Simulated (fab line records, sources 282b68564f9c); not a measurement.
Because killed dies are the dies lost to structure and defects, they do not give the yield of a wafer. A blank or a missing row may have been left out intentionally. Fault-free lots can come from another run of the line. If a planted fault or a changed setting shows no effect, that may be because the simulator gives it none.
Check for tools in common + flow rit-cmos + 14 lots, 42 wafers sampled

== THE REASON FOR OPENING IT ==
Of 14 lots, 2 have the reading NLDD_TW flagged at RIT_NLDD_TW_MEAS_10. No-fault wafers: 2476, standard deviation 20.
Rule: flag the lot when none of its wafers has a number, or when each of its wafers that has one lies beyond 4 standard deviations from that mean. The other lots count as sound.

| lot  | measured    | on            | NLDD_TW, wafer by wafer | flag    |
|------|-------------|---------------|-------------------------|---------|
| L523 | day 3 04:57 | film-metro-01 | 2470 2485 2452          |         |
| L524 | day 3 05:25 | film-metro-02 | 2436 2451 2439          |         |
| L525 | day 3 10:46 | film-metro-01 | 2465 2467 2458          |         |
| L526 | day 3 18:49 | film-metro-02 | 2447 2453 2434          |         |
| L527 | day 3 22:36 | film-metro-01 | 2469 2460 2472          |         |
| L528 | day 3 22:50 | film-metro-02 | 2443 2449 2440          |         |
| L529 | day 4 11:15 | film-metro-02 | 2456 2466 2457          |         |
| L530 | day 4 13:47 | film-metro-01 | 2481 2479 2487          |         |
| L531 | day 4 14:01 | film-metro-02 | 2460 2462 2446          |         |
| L535 | day 5 16:53 | film-metro-02 | 2709 2702 2709          | FLAGGED |
| L537 | day 6 08:10 | film-metro-01 | 2489 2517 2491          |         |
| L539 | day 6 11:06 | film-metro-01 | 2734 2732 2743          | FLAGGED |
| L540 | day 6 16:35 | film-metro-02 | 2485 2474 2475          |         |
| L542 | day 6 22:52 | film-metro-04 | 2519 2491 2509          |         |
The mean of the flagged lots' numbers is 2722, +246 from the usual (+12 standard deviations).

== EACH LOT AND THE TOOL IT RAN ON ==
Before the reading, the record contains 2 process steps out of a 202-step route. In each cell: the tool, then ch and the chambers that the sampled wafers went through, then the start.
| lot  | flag    | RIT_PRETRO_STRIP_09                 | RIT_NLDD_IMPLANT_08            |
|------|---------|-------------------------------------|--------------------------------|
| L523 |         | plasma-asher-02 ch 0,1, day 2 14:56 | implanter-02 ch 0, day 3 04:37 |
| L524 |         | plasma-asher-03 ch 1, day 2 14:08   | implanter-04 ch 0, day 3 05:05 |
| L525 |         | plasma-asher-03 ch 0,1, day 2 19:46 | implanter-04 ch 0, day 3 10:28 |
| L526 |         | plasma-asher-01 ch 0,1, day 3 05:19 | implanter-04 ch 0, day 3 18:31 |
| L527 |         | plasma-asher-02 ch 0,1, day 3 06:26 | implanter-04 ch 0, day 3 22:17 |
| L528 |         | plasma-asher-01 ch 0,1, day 3 10:15 | implanter-02 ch 0, day 3 22:31 |
| L529 |         | plasma-asher-02 ch 0,1, day 3 19:23 | implanter-04 ch 0, day 4 10:56 |
| L530 |         | plasma-asher-03 ch 0,1, day 3 22:00 | implanter-01 ch 0, day 4 13:29 |
| L531 |         | plasma-asher-01 ch 0,1, day 4 03:22 | implanter-02 ch 0, day 4 13:41 |
| L535 | FLAGGED | plasma-asher-01 ch 0,1, day 5 00:00 | implanter-04 ch 0, day 5 16:34 |
| L537 |         | plasma-asher-03 ch 0,1, day 5 15:23 | implanter-01 ch 0, day 6 07:50 |
| L539 | FLAGGED | plasma-asher-03 ch 0,1, day 5 20:26 | implanter-04 ch 0, day 6 10:46 |
| L540 |         | plasma-asher-02 ch 0,1, day 6 05:20 | implanter-01 ch 0, day 6 16:04 |
| L542 |         | plasma-asher-03 ch 0,1, day 6 10:14 | implanter-01 ch 0, day 6 22:33 |
These steps, and what they do:
- RIT_PRETRO_STRIP_09: strips in O2, time 180 s.
- RIT_NLDD_IMPLANT_08
- RIT_NLDD_TW_MEAS_10

== FLAGGED AGAINST TOTAL, ONE TOOL AT A TIME (gauges that did the reading follow at the end) ==
| step                | tool            | lots run | flagged | share of the flagged lots | sound lots run after its first flagged lot |
|---------------------|-----------------|----------|---------|---------------------------|--------------------------------------------|
| RIT_PRETRO_STRIP_09 | plasma-asher-01 | 4        | 1       | some                      | 0                                          |
| RIT_PRETRO_STRIP_09 | plasma-asher-02 | 4        | 0       | none                      | -                                          |
| RIT_PRETRO_STRIP_09 | plasma-asher-03 | 6        | 1       | some                      | 1 (L542)                                   |
| RIT_NLDD_IMPLANT_08 | implanter-01    | 4        | 0       | none                      | -                                          |
| RIT_NLDD_IMPLANT_08 | implanter-02    | 3        | 0       | none                      | -                                          |
| RIT_NLDD_IMPLANT_08 | implanter-04    | 7        | 2       | all                       | 0                                          |
| RIT_NLDD_TW_MEAS_10 | film-metro-01   | 6        | 1       | some                      | 0                                          |
| RIT_NLDD_TW_MEAS_10 | film-metro-02   | 7        | 1       | some                      | 1 (L540)                                   |
| RIT_NLDD_TW_MEAS_10 | film-metro-04   | 1        | 0       | none                      | -                                          |

== WHAT THE TABLE ALLOWS ==
In the table, 1 row covers all flagged lots: implanter-04 at RIT_NLDD_IMPLANT_08.
- implanter-04 at RIT_NLDD_IMPLANT_08: 2 of its 7 lots flagged. A fault beginning between L529 (day 4 10:56), its last sound lot, and L535 (day 5 16:34), its first flagged one, fits the data. Its own readings (dose-ions-cm2, faraday-current-uA) fall more than 4 standard deviations out on all wafers of the flagged lots.
What remains is a single tool, implanter-04 at RIT_NLDD_IMPLANT_08.

== WHAT THE SIMULATOR HAD PUT IN ==
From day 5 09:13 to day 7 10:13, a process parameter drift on implanter-04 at RIT_NLDD_IMPLANT_08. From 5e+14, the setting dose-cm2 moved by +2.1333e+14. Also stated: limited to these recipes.
Struck lots among those shown: L535, L539. This agrees with what the rule above found.
